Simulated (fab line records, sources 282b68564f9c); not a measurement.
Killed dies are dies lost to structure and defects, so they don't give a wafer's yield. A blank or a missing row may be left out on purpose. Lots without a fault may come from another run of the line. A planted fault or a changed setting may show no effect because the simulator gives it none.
A struck lot beside a sound one | flow rit_cmos | 15 steps out of a route of 202
Sound: wafers L141.1, L141.3, L141.5. Struck: wafer L144.1. (L144.2, L144.5 of the same lot were not struck and are left out.) The cause comes at the end.
At each step with rows: each side's tool, then ch and its chambers, then its first start. Under that, the readings that differ: sound wafers | struck wafers | difference of the means | sigmas: that difference in standard deviations of wafers without a fault.
alike: readings whose means differ by less than 2 such deviations, and words and numbers that are the same on both sides. not compared: withheld readings, readings that some wafer has no value for, bounds like >300 that may hide the same value, and numbers for which the record gives no deviation and whose values overlap.
The two part at a step that has a row with sigmas, a row that says differs or no value, or rows on one side only. Numbers that don't overlap but have no deviation are shown without sigmas and don't part them. A reading that every wafer of one side lacks parts them only if that side has two wafers or more.

RIT_CONTACT_CVD_00: deposits SiO2 from TEOS, target thk 400 nm, time 61 s.
  sound on pecvd-01 ch 0,1, day 4 00:22; struck on pecvd-01 ch 1, day 4 15:38
  alike: heater_power_w, susceptor_temp_C
RIT_CONTACT_THK_MEAS_01:
  sound on film_metro-01, day 4 00:25; struck on film_metro-01, day 4 15:41
  alike: CONTACT_TEOS_THK
then, 6 steps without rows for these wafers: RIT_CONTACT_HMDS_02 (prime time 60 s); RIT_CONTACT_COAT_03 (resist thk 981 nm); RIT_CONTACT_SOFTBAKE_04 (time 60 s); RIT_CONTACT_EXPOSE_05 (exposes mask M11, target cd 1000 nm); RIT_CONTACT_PEB_06; RIT_CONTACT_DEVELOP_07 (develop time 120 s).
RIT_CONTACT_CD_MEAS_08: target cd 1000 nm.
  sound on cd_sem-02, day 4 01:29; struck on cd_sem-01, day 4 16:42
  reading    | sound                | struck | difference | sigmas
  cd_nm (nm) | 1002.8 1004.0 1004.4 | 997.7  | -6.0       | -3
RIT_CONTACT_OVL_MEAS_09:
  sound on overlay-02, day 4 01:36; struck on overlay-01, day 4 16:49
  alike: CONTACT_OVL
then, 1 step without rows for these wafers: RIT_CONTACT_HARDBAKE_10 (time 60 s).
RIT_CONTACT_ETCH_11: etches SiO2 in CHF3/CF4/Ar, stops on TiSi2, target depth 480 nm, time 320 s.
  sound on rie_diel-02 ch 0,3, day 4 01:47; struck on rie_diel-01 ch 2, day 4 17:01
  alike: drypump_motor_current_A, oes_product_au, throttle_valve_pct
  not compared: rf_hours_counter_h
RIT_CONTACT_STRIP_12: strips in O2, time 180 s.
  sound on plasma_asher-01 ch 0,1, day 4 01:59; struck on plasma_asher-01 ch 0, day 4 17:12
  reading          | sound             | struck | difference | sigmas
  run_length_s (s) | 209.3 208.1 209.5 | 197.5  | -11.5      | -25
  alike: drypump_motor_current_A
  not compared: rf_hours_counter_h
RIT_CONTACT_CD_MEAS_90: target cd 1000 nm.
  sound on cd_sem-02, day 4 02:10; struck on cd_sem-01, day 4 17:23
  reading    | sound                | struck | difference | sigmas
  cd_nm (nm) | 1003.5 1003.3 1004.0 | 997.8  | -5.8       | -3
RIT_M1_PROBE_99:
  sound on prober-02, day 4 06:46; struck on prober-01, day 4 22:02
  alike: killed_at_front_end, killed_dies, killed_on_rim, killed_open, killed_short

WHERE THEY PART
First at RIT_CONTACT_CD_MEAS_08; last, within this record, at RIT_CONTACT_CD_MEAS_90. Later steps at which nothing parts them and some readings are alike: RIT_M1_PROBE_99.

WHY: what the simulator had put in
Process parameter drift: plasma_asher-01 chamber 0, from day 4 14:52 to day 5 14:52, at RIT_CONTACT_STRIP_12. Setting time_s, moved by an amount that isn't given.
